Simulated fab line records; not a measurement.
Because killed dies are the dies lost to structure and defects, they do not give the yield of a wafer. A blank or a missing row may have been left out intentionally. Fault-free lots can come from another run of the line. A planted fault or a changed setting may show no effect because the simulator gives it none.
Which tool did it? | flow rit_cmos | 14 lots with 42 wafers sampled at 2 steps, on a route of 202 steps

WHAT THE GAUGES SHOWED, per wafer
RIT_PLDD_TW_MEAS_10. Usual: PLDD_TW 2387, standard deviation 13.
lot  | measured    | on            | PLDD_TW        | flag
L624 | day 2 22:11 | film_metro-03 | 2382 2375 2383 |
L625 | day 3 05:46 | film_metro-02 | 2373 2370 2391 |
L629 | day 4 02:05 | film_metro-03 | 30 30 30       | OFF
L630 | day 4 05:49 | film_metro-04 | 31 31 31       | OFF
L637 | day 5 17:20 | film_metro-03 | 2378 2381 2385 |
L638 | day 5 17:56 | film_metro-04 | 2402 2399 2409 |
L639 | day 6 05:38 | film_metro-04 | 2411 2403 2394 |
L640 | day 6 09:52 | film_metro-02 | 2384 2395 2379 |
L641 | day 6 14:52 | film_metro-04 | 2407 2403 2398 |
L643 | day 6 19:11 | film_metro-03 | 2387 2376 2369 |
L644 | day 7 05:03 | film_metro-04 | 2388 2393 2387 |
L645 | day 7 10:11 | film_metro-02 | 2397 2402 2381 |
L646 | day 7 14:56 | film_metro-04 | 2395 2387 2401 |
L647 | day 7 18:52 | film_metro-02 | 2399 2383 2388 |

WHICH TOOL RAN EACH LOT (tool, then ch and the chambers of the sampled wafers, then the start)
lot  | RIT_NLDD_STRIP_09
L624 | plasma_asher-03 ch 0,1, day 2 20:31
L625 | plasma_asher-04 ch 0,1, day 3 04:04
L629 | plasma_asher-01 ch 0,1, day 4 00:20
L630 | plasma_asher-03 ch 0,1, day 4 04:05
L637 | plasma_asher-01 ch 0,1, day 5 15:44
L638 | plasma_asher-04 ch 0,1, day 5 16:20
L639 | plasma_asher-04 ch 0,1, day 6 03:55
L640 | plasma_asher-03 ch 0,1, day 6 08:08
L641 | plasma_asher-04 ch 0,1, day 6 13:07
L643 | plasma_asher-01 ch 0,1, day 6 17:38
L644 | plasma_asher-03 ch 0,1, day 7 03:27
L645 | plasma_asher-04 ch 0,1, day 7 08:35
L646 | plasma_asher-03 ch 0,1, day 7 13:19
L647 | plasma_asher-04 ch 0,1, day 7 17:08
- RIT_NLDD_STRIP_09: strips in O2, time 180 s.

AS READ BY THE TOOLS THEMSELVES (means over the sampled wafers that have a number; for cases with no such wafer, the mark the record gives instead)
RIT_NLDD_STRIP_09. Usual: chamber_pressure_mTorr 4000 mTorr, standard deviation 3.6; drypump_motor_current_A 5.8 A, standard deviation 0.55; rf_refl_power_W 7.4 W, standard deviation 1.2.
lot  | tool            | chamber_pressure_mTorr (mTorr) | drypump_motor_current_A (A) | rf_refl_power_W (W) | flag
L624 | plasma_asher-03 | 3996                           | 5.4                         | 7.0                 |
L625 | plasma_asher-04 | 3998                           | 5.9                         | 8.3                 |
L629 | plasma_asher-01 | -                              | -                           | -                   | OFF
L630 | plasma_asher-03 | -                              | -                           | -                   | OFF
L637 | plasma_asher-01 | 3999                           | 5.6                         | 7.3                 |
L638 | plasma_asher-04 | 4001                           | 5.9                         | 8.3                 |
L639 | plasma_asher-04 | 4003                           | 5.9                         | 8.3                 |
L640 | plasma_asher-03 | 4000                           | 5.9                         | 5.9                 |
L641 | plasma_asher-04 | 3999                           | 5.9                         | 8.4                 |
L643 | plasma_asher-01 | 4001                           | 6.1                         | 7.3                 |
L644 | plasma_asher-03 | 3998                           | 5.9                         | 5.7                 |
L645 | plasma_asher-04 | 4000                           | 5.9                         | 8.4                 |
L646 | plasma_asher-03 | 3999                           | 5.4                         | 6.9                 |
L647 | plasma_asher-04 | 4004                           | 5.9                         | 8.4                 |

THE ANSWER, worked out from the rows above alone
Rule: a lot is off if the mean of its wafers that have a number lies more than 3 standard deviations from the usual mean. A lot without any number at a reading at which 4 lots or more have one is off too. Any other lot the step has rows for is counted as sound. Order of review: gauges by route order, followed by the tools' own readings, for which a lot's mean as printed above is used. At the first step where some lot is off, the reading lying furthest off is the one used; lots without a number count as furthest.
Off: L629, L630, at RIT_PLDD_TW_MEAS_10 (PLDD_TW).
If a tool, at a process step before that reading, ran all the lots that are off and no sound lot after the first of them, it fits. The gauges at RIT_PLDD_TW_MEAS_10 aren't tried: what is off there is off at RIT_NLDD_STRIP_09 too, on other tools, and a gauge's error can't cause that. Of those tried, none fits.

WHAT HAD BEEN PUT IN BY THE SIMULATOR
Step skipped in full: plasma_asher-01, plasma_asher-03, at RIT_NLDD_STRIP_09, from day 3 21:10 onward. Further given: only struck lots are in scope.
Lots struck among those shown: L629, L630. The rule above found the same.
